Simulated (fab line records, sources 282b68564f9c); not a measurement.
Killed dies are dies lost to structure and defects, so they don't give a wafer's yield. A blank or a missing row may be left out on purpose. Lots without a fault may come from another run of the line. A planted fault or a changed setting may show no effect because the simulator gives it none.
fab line records | flow rit_cmos
record lots=7 wafers=21 last_day=7
route steps=202 shown PLDD@116 SPACER@125 NSD@131 PSD@142 SDANNEAL@153 SILICIDE@161 M1@202
lots that met no fault: from a run of the same line without faults
start_h: hours from the record's first day to the start of the lot's first wafer shown | wait_h: hours since the lot's step before | " the same as in the row above | L1.1+2: a row that stands for several wafers | - no value, or no start given | * or withheld: withheld | < > ~ a bound
route shown NAME@n: a module of which the file shows steps, and the number in the route of the first | usual: mean/standard deviation of fault-free wafers | same: alike in all rows | chamber/n: place in a boat | sites: the reading at each site | _std_site: their standard deviation | _edge_site: outer sites' mean less inner sites' | radius_mm: how far each site lies from the wafer's centre | mask NAME#n: copy n | behind: the tool/chamber that last shaped the wafer | hold: why the lot was held/for how many hours/how that ended | device: the transistor (n, p or np) that didn't switch | end of line: the same wafers' tests at the end of the route | a step without rows: its recipe alone | killed: dies lost to structure and defects at the first sort, not the wafer's yield | map: a wafer's dies, x killed, . not, _ none there
set.NAME: the setting as run; set.NAME@STEP: as run at that earlier step | model.NAME: the simulator's own value behind a step, which no gauge read
lots at some steps of the route; a table a step, a row a wafer
services: from which hour (start_h, from the record's first day; less than 0 if before it) a tool's chamber was out of use, for how many hours, and why
## steps
# step RIT_PLDD_SOFTBAKE_02
# recipe resist=NOVOLAK temp_c=90 time_s=60
# step RIT_PLDD_EXPOSE_03
# recipe mask_id=M8 na=0.57 target_cd_nm=40900 dose_mj=250
# step RIT_PLDD_PEB_04
# recipe resist=NOVOLAK temp_c=withheld time_s=withheld
# step RIT_PLDD_DEVELOP_05
# recipe resist=NOVOLAK develop_time_s=50 dev_temp_c=23
# step RIT_PLDD_OVL_MEAS_06
# usual PLDD_OVL=-0.8/1.5
# columns lot.wafer tool chamber start_h wait_h PLDD_OVL[nm]
L391.1 overlay-01 - 56.36 - -5.2
L391.3 " - " " -4.0
L391.4 " - " " -2.7
L397.3 overlay-01 - 83.15 - -2.8
L397.4 " - " " -1.4
L397.6 " - " " -0.3
L401.1 overlay-01 - 104.85 - -4.7
L401.3 " - " " -2.8
L401.5 " - " " -2.2
L403.2 overlay-01 - 111.22 - 0.4
L403.3 " - " " 1.7
L403.6 " - " " 1.0
L405.1 overlay-01 - 123.33 - -1.4
L405.5 " - " " -2.6
L405.6 " - " " -2.4
L407.3 overlay-02 - 130.13 - -1.3
L407.4 " - " " 1.0
L407.6 " - " " 1.0
L413.2 overlay-01 - 163.32 - 0.2
L413.5 " - " " 1.0
L413.6 " - " " -0.9
# step RIT_PLDD_HARDBAKE_07
# recipe resist=NOVOLAK temp_c=140 time_s=60
# step RIT_PLDD_IMPLANT_08
# recipe species=BF2 energy_kev=20 dose_cm2=9e+14 tilt_deg=7
# step RIT_PLDD_STRIP_09
# recipe chemistry=O2 time_s=180 resist=NOVOLAK platen_temp_c=withheld power_w=500 pressure_mtorr=4000 o2_flow_sccm=4000
# usual drypump_motor_current_A=5.7/0.38
# columns lot.wafer tool chamber start_h wait_h drypump_motor_current_A rf_hours_counter_h
L391.1 plasma_asher-04 1 56.69 0.1 6.1 26
L391.3 " 0 " " 5.6 -
L391.4 " 1 " " 6.1 -
L397.3 plasma_asher-04 0 83.82 0.1 5.5 -
L397.4 " 1 " " 6.1 -
L397.6 " 0 " " 5.6 -
L401.1 plasma_asher-04 1 105.18 0.1 6.1 31
L401.3 " 1 " " 6.1 -
L401.5 " 0 " " 5.5 -
L403.2 plasma_asher-04 0 111.55 0.1 5.5 32
L403.3 " 1 " " 6.1 -
L403.6 " 1 " " 6.1 -
L405.1 plasma_asher-02 1 123.67 0.1 6.1 50
L405.5 " 0 " " 5.2 -
L405.6 " 1 " " 6.0 -
L407.3 plasma_asher-04 1 130.51 0.1 6.1 -
L407.4 " 0 " " 5.6 -
L407.6 " 1 " " 6.1 -
L413.2 plasma_asher-02 0 163.65 0.1 5.1 54
L413.5 " 1 " " 6.0 -
L413.6 " 0 " " 5.1 -
# step RIT_PLDD_TW_MEAS_10
# usual PLDD_TW=2363/11
# columns lot.wafer tool chamber start_h wait_h PLDD_TW
L391.1 film_metro-03 - 56.87 0.1 2378
L391.3 " - " " 2365
L391.4 " - " " 2372
L397.3 film_metro-03 - 83.96 0.1 2365
L397.4 " - " " 2368
L397.6 " - " " 2368
L401.1 film_metro-02 - 105.36 0.1 2360
L401.3 " - " " 2375
L401.5 " - " " 2358
L403.2 film_metro-02 - 111.73 0.1 2367
L403.3 " - " " 2358
L403.6 " - " " 2379
L405.1 film_metro-02 - 123.85 0.1 2366
L405.5 " - " " 2375
L405.6 " - " " 2368
L407.3 film_metro-02 - 130.65 0.1 2354
L407.4 " - " " 2353
L407.6 " - " " 2369
L413.2 film_metro-02 - 163.84 0.1 2362
L413.5 " - " " 2364
L413.6 " - " " 2364
# step RIT_SPACER_CLEAN_00
# recipe chemistry=SC1 mix=3:3:50 time_s=600 temp_c=75
# step RIT_SPACER_CLEAN_01
# recipe chemistry=dHF dilution=50:1 time_s=30
# step RIT_SPACER_CLEAN_02
# recipe chemistry=SC2 mix=3:3:50 time_s=600 temp_c=75 dry=n2_spin
# step RIT_SPACER_CVD_03
# recipe material=Si3N4 target_thk_nm=250 temp_c=810 precursor=SiH2Cl2/NH3 time_s=3300 pressure_mtorr=300 sih2cl2_flow_sccm=60 nh3_flow_sccm=150
# columns lot.wafer tool chamber start_h wait_h model.Si3N4_of_SPACER_CVD_03.thk_nm
L391.1 lpcvd-01 0 57.31 0.0 251.7
L391.3 " 0 " " 252.1
L391.4 " 0 " " 252
L397.3 lpcvd-02 1 84.38 0.0 251.2
L397.4 " 1 " " 249.9
L397.6 " 1 " " 251.6
L401.1 lpcvd-01 1 105.78 0.0 253.3
L401.3 " 1 " " 250.4
L401.5 " 1 " " 252.9
L403.2 lpcvd-02 0 112.15 0.0 166.2
L403.3 " 0 " " 168
L403.6 " 0 " " 168.6
L405.1 lpcvd-02 0 124.27 0.0 169.7
L405.5 " 0 " " 169.4
L405.6 " 0 " " 168.2
L407.3+4 lpcvd-02 0 131.06 0.0 167.8
L407.6 " 0 " " 168.3
L413.2 lpcvd-01 1 164.29 0.0 249.4
L413.5 " 1 " " 250.1
L413.6 " 1 " " 250.5
# step RIT_SPACER_THK_MEAS_04
# recipe reads=Si3N4_of_SPACER_CVD_03
# usual SPACER_NITRIDE_THK=251.7/1.9
# columns lot.wafer tool chamber start_h wait_h SPACER_NITRIDE_THK[nm]
L391.1 film_metro-03 - 59.23 0.0 251.8
L391.3 " - " " 252.1
L391.4 " - " " 252.2
L397.3 film_metro-03 - 86.32 0.0 251.4
L397.4 " - " " 250.0
L397.6 " - " " 251.5
L401.1 film_metro-02 - 107.70 0.0 253.4
L401.3 " - " " 250.3
L401.5 " - " " 253.0
L403.2 film_metro-02 - 114.08 0.3 166.2
L403.3 " - " " 168.0
L403.6 " - " " 168.5
L405.1 film_metro-01 - 126.19 0.3 169.7
L405.5 " - " " 169.4
L405.6 " - " " 168.2
L407.3 film_metro-03 - 132.99 0.3 167.8
L407.4 " - " " 167.7
L407.6 " - " " 168.2
L413.2 film_metro-01 - 166.22 0.0 249.5
L413.5 " - " " 250.0
L413.6 " - " " 250.4
# step RIT_SPACER_ETCHBACK_05
# recipe target_depth_a=2500 SF6_flow_sccm=30 CHF3_flow_sccm=30 target=Si3N4 chemistry=SF6/CHF3 pressure_mtorr=40 rf_w=250 time_s=240 stop_on=SiO2
# usual drypump_motor_current_A=5.7/0.4 oes_product_au=0.849/0.011 throttle_valve_pct=10.24/0.13
# columns lot.wafer tool chamber start_h wait_h drypump_motor_current_A oes_product_au rf_hours_counter_h throttle_valve_pct model.etch.depth_nm
L391.1 rie_diel-03 3 59.29 0.1 6.1 0.851 40 9.98 251.7
L391.3 " 1 " " 5.7 0.861 3 10.08 252.1
L391.4 " 2 " " 6.0 0.860 27 10.26 252
L397.3 rie_diel-04 2 86.36 0.0 6.0 0.838 0 10.29 251.2
L397.4 " 3 " " 6.7 0.857 - 10.18 249.9
L397.6 " 0 " " 5.7 0.848 - 10.26 251.6
L401.1 rie_diel-04 0 107.76 0.1 5.7 0.852 4 10.25 253.3
L401.3 " 1 " " 5.6 0.837 133 10.57 250.4
L401.5 " 3 " " 6.7 0.872 - 10.18 252.9
L403.2 rie_diel-03 1 114.13 0.0 5.7 0.646 5 10.02 166.2
L403.3 " 2 " " 6.1 0.647 29 10.20 168
L403.6 " 1 " " 5.7 0.657 - 10.00 168.6
L405.1 rie_diel-01 2 126.25 0.1 5.3 0.648 9 10.34 169.7
L405.5 " 3 " " 5.2 0.639 - 10.17 169.4
L405.6 " 2 " " 5.3 0.635 - 10.32 168.2
L407.3 rie_diel-03 1 133.03 0.0 5.7 0.657 5 10.01 167.8
L407.4 " 3 " " 6.1 0.645 42 9.92 167.8
L407.6 " 1 " " 5.7 0.658 - 10.03 168.3
L413.2 rie_diel-03 2 166.27 0.0 6.1 0.856 30 10.25 249.4
L413.5 " 1 " " 5.7 0.861 - 10.07 250.1
L413.6 " 2 " " 6.1 0.854 - 10.26 250.5
# step RIT_NSD_HMDS_00
# recipe prime_time_s=60 prime_temp_c=140
# step RIT_NSD_COAT_01
# recipe resist=NOVOLAK spin_rpm=3250 resist_thk_nm=1000
# step RIT_NSD_SOFTBAKE_02
# recipe resist=NOVOLAK temp_c=90 time_s=60
# step RIT_NSD_EXPOSE_03
# recipe mask_id=M9 na=0.57 target_cd_nm=40700 dose_mj=250
# step RIT_NSD_PEB_04
# recipe resist=NOVOLAK temp_c=withheld time_s=withheld
# step RIT_NSD_DEVELOP_05
# recipe resist=NOVOLAK develop_time_s=50 dev_temp_c=23
# step RIT_NSD_OVL_MEAS_06
# usual NSD_OVL=0.1/1.3
# columns lot.wafer tool chamber start_h wait_h NSD_OVL[nm]
L391.1 overlay-02 - 60.41 - 0.7
L391.3 " - " " -2.0
L391.4 " - " " 0.6
L397.3 overlay-02 - 87.50 - -0.3
L397.4 " - " " -0.2
L397.6 " - " " -1.3
L401.1 overlay-01 - 108.88 - 0.3
L401.3 " - " " -0.1
L401.5 " - " " 0.9
L403.2 overlay-02 - 115.26 - -0.5
L403.3 " - " " -0.4
L403.6 " - " " -1.2
L405.1 overlay-02 - 127.37 - 0.1
L405.5 " - " " 0.5
L405.6 " - " " -0.4
L407.3 overlay-01 - 134.25 - -0.1
L407.4 " - " " 0.6
L407.6 " - " " 0.3
L413.2 overlay-01 - 167.27 - 1.8
L413.5 " - " " 1.4
L413.6 " - " " 2.0
# step RIT_NSD_HARDBAKE_07
# recipe resist=NOVOLAK temp_c=140 time_s=60
# step RIT_NSD_IMPLANT_08
# recipe species=P energy_kev=25 dose_cm2=1e+15 tilt_deg=7
# step RIT_NSD_STRIP_09
# recipe chemistry=O2 time_s=180 resist=NOVOLAK platen_temp_c=withheld power_w=500 pressure_mtorr=4000 o2_flow_sccm=4000
# usual drypump_motor_current_A=5.67/0.28
# columns lot.wafer tool chamber start_h wait_h drypump_motor_current_A rf_hours_counter_h
L391.1 plasma_asher-04 1 60.75 0.1 6.09 27
L391.3 " 0 " " 5.53 -
L391.4 " 1 " " 6.08 -
L397.3 plasma_asher-01 1 88.02 0.1 5.51 -
L397.4 " 0 " " 5.36 -
L397.6 " 0 " " 5.36 -
L401.1 plasma_asher-03 1 109.37 0.3 5.98 45
L401.3 " 0 " " 5.51 -
L401.5 " 1 " " 6.00 -
L403.2 plasma_asher-03 1 115.59 0.1 5.99 46
L403.3 " 0 " " 5.54 -
L403.6 " 0 " " 5.54 -
L405.1 plasma_asher-04 1 127.71 0.1 6.10 34
L405.5 " 1 " " 6.10 -
L405.6 " 0 " " 5.54 -
L407.3 plasma_asher-04 0 134.79 0.1 5.53 -
L407.4 " 1 " " 6.11 -
L407.6 " 0 " " 5.52 -
L413.2 plasma_asher-04 1 167.60 0.1 6.12 39
L413.5 " 0 " " 5.54 -
L413.6 " 1 " " 6.09 -
# step RIT_NSD_TW_MEAS_10
# usual NSD_TW=3137/13
# columns lot.wafer tool chamber start_h wait_h NSD_TW
L391.1 film_metro-03 - 60.93 0.1 3151
L391.3 " - " " 3148
L391.4 " - " " 3151
L397.3 film_metro-03 - 88.16 0.1 3145
L397.4 " - " " 3144
L397.6 " - " " 3126
L401.1 film_metro-02 - 109.55 0.1 3163
L401.3 " - " " 3141
L401.5 " - " " 3152
L403.2 film_metro-04 - 115.77 0.1 3101
L403.3 " - " " 3127
L403.6 " - " " 3129
L405.1 film_metro-04 - 127.88 0.1 3149
L405.5 " - " " 3125
L405.6 " - " " 3159
L407.3 film_metro-02 - 134.92 0.1 3144
L407.4 " - " " 3154
L407.6 " - " " 3146
L413.2 film_metro-02 - 167.79 0.1 3155
L413.5 " - " " 3138
L413.6 " - " " 3139
# step RIT_PSD_HMDS_00
# recipe prime_time_s=60 prime_temp_c=140
# step RIT_PSD_COAT_01
# recipe resist=NOVOLAK spin_rpm=3250 resist_thk_nm=1000
# step RIT_PSD_SOFTBAKE_02
# recipe resist=NOVOLAK temp_c=90 time_s=60
# step RIT_PSD_EXPOSE_03
# recipe mask_id=M10 na=0.57 target_cd_nm=40900 dose_mj=250
# step RIT_PSD_PEB_04
# recipe resist=NOVOLAK temp_c=withheld time_s=withheld
# step RIT_PSD_DEVELOP_05
# recipe resist=NOVOLAK develop_time_s=50 dev_temp_c=23
# step RIT_PSD_OVL_MEAS_06
# usual PSD_OVL=-0.9/1.3
# columns lot.wafer tool chamber start_h wait_h PSD_OVL[nm]
L391.1 overlay-01 - 61.96 - 1.1
L391.3 " - " " 0.4
L391.4 " - " " 0.3
L397.3 overlay-01 - 89.18 - -2.7
L397.4 " - " " -0.4
L397.6 " - " " 0.5
L401.1 overlay-02 - 110.58 - -1.9
L401.3 " - " " -1.7
L401.5 " - " " -2.2
L403.2 overlay-02 - 116.68 - -0.2
L403.3 " - " " 1.0
L403.6 " - " " 1.0
L405.1 overlay-01 - 128.79 - -0.5
L405.5 " - " " -1.3
L405.6 " - " " -0.9
L407.3 overlay-02 - 136.02 - 0.0
L407.4 " - " " -0.3
L407.6 " - " " -0.2
L413.2 overlay-01 - 168.82 - -1.1
L413.5 " - " " -1.6
L413.6 " - " " 0.6
# step RIT_PSD_HARDBAKE_07
# recipe resist=NOVOLAK temp_c=140 time_s=60
# step RIT_PSD_IMPLANT_08
# recipe species=BF2 energy_kev=27 dose_cm2=5e+15 tilt_deg=7
# step RIT_PSD_STRIP_09
# recipe chemistry=O2 time_s=180 resist=NOVOLAK platen_temp_c=withheld power_w=500 pressure_mtorr=4000 o2_flow_sccm=4000
# usual drypump_motor_current_A=5.6/0.33
# columns lot.wafer tool chamber start_h wait_h drypump_motor_current_A rf_hours_counter_h
L391.1 plasma_asher-02 1 62.30 0.1 6.0 42
L391.3 " 0 " " 5.1 -
L391.4 " 1 " " 6.0 -
L397.3 plasma_asher-01 1 89.56 0.1 5.5 -
L397.4 " 0 " " 5.3 -
L397.6 " 1 " " 5.5 -
L401.1 plasma_asher-02 0 110.98 0.1 5.1 48
L401.3 " 0 " " 5.2 -
L401.5 " 1 " " 6.0 -
L403.2 plasma_asher-03 0 117.18 0.1 5.5 46
L403.3 " 1 " " 6.0 -
L403.6 " 1 " " 6.0 -
L405.1 plasma_asher-01 1 129.13 0.1 5.5 1
L405.5 " 1 " " 5.5 -
L405.6 " 0 " " 5.3 -
L407.3 plasma_asher-01 0 136.41 0.1 5.3 -
L407.4 " 1 " " 5.5 -
L407.6 " 1 " " 5.5 -
L413.2 plasma_asher-02 1 169.15 0.1 6.0 54
L413.5 " 0 " " 5.1 -
L413.6 " 1 " " 6.0 -
# step RIT_PSD_TW_MEAS_10
# usual PSD_TW=3447/19
# columns lot.wafer tool chamber start_h wait_h PSD_TW
L391.1 film_metro-02 - 62.47 0.1 3458
L391.3 " - " " 3452
L391.4 " - " " 3465
L397.3 film_metro-03 - 89.70 0.1 3447
L397.4 " - " " 3440
L397.6 " - " " 3444
L401.1 film_metro-02 - 111.16 0.1 3468
L401.3 " - " " 3465
L401.5 " - " " 3451
L403.2 film_metro-04 - 117.37 0.1 3447
L403.3 " - " " 3447
L403.6 " - " " 3434
L405.1 film_metro-04 - 129.31 0.1 3462
L405.5 " - " " 3471
L405.6 " - " " 3460
L407.3 film_metro-02 - 136.54 0.1 3432
L407.4 " - " " 3444
L407.6 " - " " 3432
L413.2 film_metro-03 - 169.33 0.1 3443
L413.5 " - " " 3468
L413.6 " - " " 3448
# step RIT_SDANNEAL_CLEAN_00
# recipe chemistry=SC1 mix=3:3:50 time_s=600 temp_c=75
# step RIT_SDANNEAL_CLEAN_01
# recipe chemistry=dHF dilution=50:1 time_s=30
# step RIT_SDANNEAL_CLEAN_02
# recipe chemistry=SC2 mix=3:3:50 time_s=600 temp_c=75 dry=n2_spin
# step RIT_SDANNEAL_RTA_03
# recipe temp_c=1050 time_s=5 idle_temp_c=600 ramp_up_c_per_s=342 ramp_down_c_per_s=171 cool_to_c=600 ambient=N2
# usual wafer_temp_C_max=1053.5/1.1
# columns lot.wafer tool chamber start_h wait_h wafer_temp_C_max
L391.1 rtp_anneal-02 0 62.90 0.0 1052.8
L391.3 " 0 " " 1053.2
L391.4 " 0 " " 1051.9
L397.3 rtp_anneal-02 0 90.13 0.0 1054.4
L397.4 " 0 " " 1054.0
L397.6 " 0 " " 1052.4
L401.1 rtp_anneal-02 0 111.58 0.0 1054.1
L401.3 " 0 " " 1051.9
L401.5 " 0 " " 1053.4
L403.2 rtp_anneal-02 0 117.81 0.0 1054.1
L403.3 " 0 " " 1050.9
L403.6 " 0 " " 1054.0
L405.1 rtp_anneal-02 0 129.73 0.0 1053.2
L405.5 " 0 " " 1054.1
L405.6 " 0 " " 1055.0
L407.3 rtp_anneal-02 0 136.97 0.0 1054.2
L407.4 " 0 " " 1052.7
L407.6 " 0 " " 1051.4
L413.2 rtp_anneal-02 0 169.76 0.0 1052.2
L413.5 " 0 " " 1054.0
L413.6 " 0 " " 1054.8
# step RIT_SDANNEAL_RS_MEAS_04
# recipe thk_meas_gauge=four-point-probe
# usual PSD_RS=115.9/0.35
# columns lot.wafer tool chamber start_h wait_h PSD_RS[ohm/sq]
L391.1 film_metro-04 - 62.96 0.0 115.1
L391.3 " - " " 115.5
L391.4 " - " " 115.2
L397.3 film_metro-04 - 90.21 0.1 116.1
L397.4 " - " " 115.9
L397.6 " - " " 116.0
L401.1 film_metro-04 - 111.64 0.0 115.8
L401.3 " - " " 115.7
L401.5 " - " " 116.0
L403.2 film_metro-03 - 117.88 0.1 116.3
L403.3 " - " " 116.5
L403.6 " - " " 116.4
L405.1 film_metro-04 - 129.79 0.0 116.1
L405.5 " - " " 116.4
L405.6 " - " " 116.0
L407.3 film_metro-03 - 137.05 0.1 116.0
L407.4 " - " " 116.0
L407.6 " - " " 116.2
L413.2 film_metro-04 - 169.83 0.1 115.5
L413.5 " - " " 115.7
L413.6 " - " " 115.9
# step RIT_SILICIDE_WET_ETCH_00
# recipe chemistry=BOE target=SiO2 target_depth_nm=14 time_s=15 dry=n2_spin dilution=10:1 temp_c=21.5
# columns lot.wafer tool chamber start_h wait_h model.Si3N4_of_SPACER_CVD_03.thk_nm
L391.1 wet_bench-02 2 63.44 0.1 195.7
L391.3 " 2 " " 197.2
L391.4 " 2 " " 195.8
L397.3 wet_bench-01 1 90.65 0.1 197.6
L397.4 " 1 " " 191.9
L397.6 " 1 " " 196.8
L401.1 wet_bench-04 3 112.12 0.1 198.3
L401.3 " 3 " " 196.7
L401.5 " 3 " " 194.1
L403.2 wet_bench-04 0 118.34 0.1 129.3
L403.3 " 0 " " 130.2
L403.6 " 0 " " 131.4
L405.1 wet_bench-01 0 130.27 0.1 132.1
L405.5 " 0 " " 132
L405.6 " 0 " " 130.9
L407.3 wet_bench-04 3 137.49 0.1 130.7
L407.4 " 3 " " 130.3
L407.6 " 3 " " 131
L413.2 wet_bench-02 1 170.29 0.1 193.7
L413.5 " 1 " " 195.1
L413.6 " 1 " " 194.4
# step RIT_M1_PROBE_99
# usual killed_at_contacts=0.1/0.27 killed_at_front_end=7/3.1 killed_dies=7/3.1 killed_open=3.3/2.1 killed_short=3.5/2
# same gross_dies=264 killed_at_M0_to_M3=0 killed_at_M4_up=0 killed_at_back_side=0 killed_at_other=0
# columns lot.wafer tool chamber start_h wait_h killed_at_contacts killed_at_front_end killed_dies killed_open killed_short
L397.3 prober-01 - 97.52 0.2 0 9 9 3 6
L397.4 prober-01 - 97.57 0.2 0 15 15 6 9
L397.6 prober-01 - 97.67 0.2 0 13 13 10 3
L401.1 prober-01 - 119.18 0.1 0 11 11 8 3
L401.3 prober-01 - 119.28 0.2 0 12 12 6 6
L401.5 prober-01 - 119.38 0.2 0 4 4 2 2
L413.2 prober-02 - 177.54 0.1 0 6 6 3 3
L413.5 prober-02 - 177.69 0.2 0 2 2 0 2
L413.6 prober-02 - 177.74 0.2 0 2 2 0 2
# killed by level:class
L397.3 SPACER:geometric_particle:short=2 SILICIDE:geometric_particle:short=2 ACTIVE:geometric_particle:short=1 FOX1:geometric_particle:open=1 GATE:geometric_particle:open=1 REOX:geometric_particle:short=1 SILICIDE:geometric_particle:open=1
L397.4 GATE:geometric_particle:short=3 GATE:geometric_particle:open=2 REOX:geometric_particle:short=2 SILICIDE:geometric_particle:open=2 SILICIDE:geometric_particle:short=2 FOX1:geometric_particle:short=1 REOX:geometric_particle:open=1 SPACER:geometric_particle:open=1
L397.6 SILICIDE:geometric_particle:open=4 FOX1:geometric_particle:open=2 GATE:geometric_particle:open=2 SPACER:geometric_particle:open=2 FOX2:geometric_particle:short=1 GATE:geometric_particle:short=1 REOX:geometric_particle:short=1
L401.1 FOX1:geometric_particle:open=5 GATE:geometric_particle:open=2 REOX:geometric_particle:short=2 FOX1:geometric_particle:short=1 SILICIDE:geometric_particle:open=1
L401.3 FOX1:geometric_particle:short=2 FOX1:geometric_particle:open=2 GATE:geometric_particle:short=2 FOX2:geometric_particle:short=1 FOX2:geometric_particle:open=1 GATE:geometric_particle:open=1 REOX:geometric_particle:open=1 SPACER:geometric_particle:open=1
L401.5 GATE:geometric_particle:short=1 GATE:geometric_particle:open=1 REOX:geometric_particle:open=1 SILICIDE:geometric_particle:short=1
L413.2 GATE:geometric_particle:open=2 REOX:geometric_particle:short=2 FOX2:geometric_particle:open=1 GATE:geometric_particle:short=1
L413.5 FOX1:geometric_particle:short=1 GATE:geometric_particle:short=1
L413.6 FOX1:geometric_particle:short=1 GATE:geometric_particle:short=1
## services
# columns tool chamber start_h hours kind
rie_diel-04 1 47.57 5.1 repair
lpcvd-02 - 53.83 6.0 pm
rie_diel-04 2 63.02 - clean
rie_diel-04 2 63.02 15.6 scheduled_down
rie_diel-04 2 63.02 15.6 vent_cycle
rie_diel-01 3 63.98 7.8 repair
rie_diel-04 0 76.60 4.9 repair
rie_diel-04 1 82.63 4.9 repair
plasma_asher-01 - 103.58 5.6 repair
plasma_asher-01 - 109.20 9.0 pm
plasma_asher-01 0 109.20 9.0 vent_cycle
plasma_asher-01 1 109.20 9.0 vent_cycle
rie_diel-01 1 114.14 8.1 repair
plasma_asher-01 0 118.20 - clean
plasma_asher-01 1 118.20 - clean
wet_bench-02 - 126.62 1.9 pm
plasma_asher-02 - 128.81 0.6 repair
plasma_asher-03 - 131.59 4.5 repair
rie_diel-04 - 145.20 1.9 repair
plasma_asher-03 - 163.29 0.5 repair
## key
first_sign step=RIT_SPACER_THK_MEAS_04 reading=SPACER_NITRIDE_THK direction=down sigmas=43 usual=251.7 struck=168.2
effect step=RIT_SPACER_ETCHBACK_05 reading=oes_product_au direction=down sigmas=19 usual=0.849 struck=0.648
model_effect step=RIT_SPACER_CVD_03 value=Si3N4_of_SPACER_CVD_03.thk_nm without=252.6 struck=168.2
model_effect step=RIT_SPACER_ETCHBACK_05 value=etch.depth_nm without=252.6 struck=168.2
model_effect step=RIT_SILICIDE_WET_ETCH_00 value=Si3N4_of_SPACER_CVD_03.thk_nm without=197.1 struck=130.9
met_at RIT_SPACER_CVD_03
struck_wafers L403.2,L403.3,L403.6,L405.1,L405.5,L405.6,L407.3,L407.4,L407.6
tester_left_out L403,L405,L407
fault kind=process_parameter_drift tool=lpcvd-02 chamber=0 onset_h=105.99 steps=RIT_SPACER_CVD_03 channel=time_s offset=* shape=step end_h=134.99 acts_in=* stated=*
# tester_left_out: of these lots the tester's yield and bins aren't shown, on N5 and GAA mostly nor the transistor test; their killed dies are dies lost to structure and defects alone, not to doping, threshold or leakage, so they don't give the yield
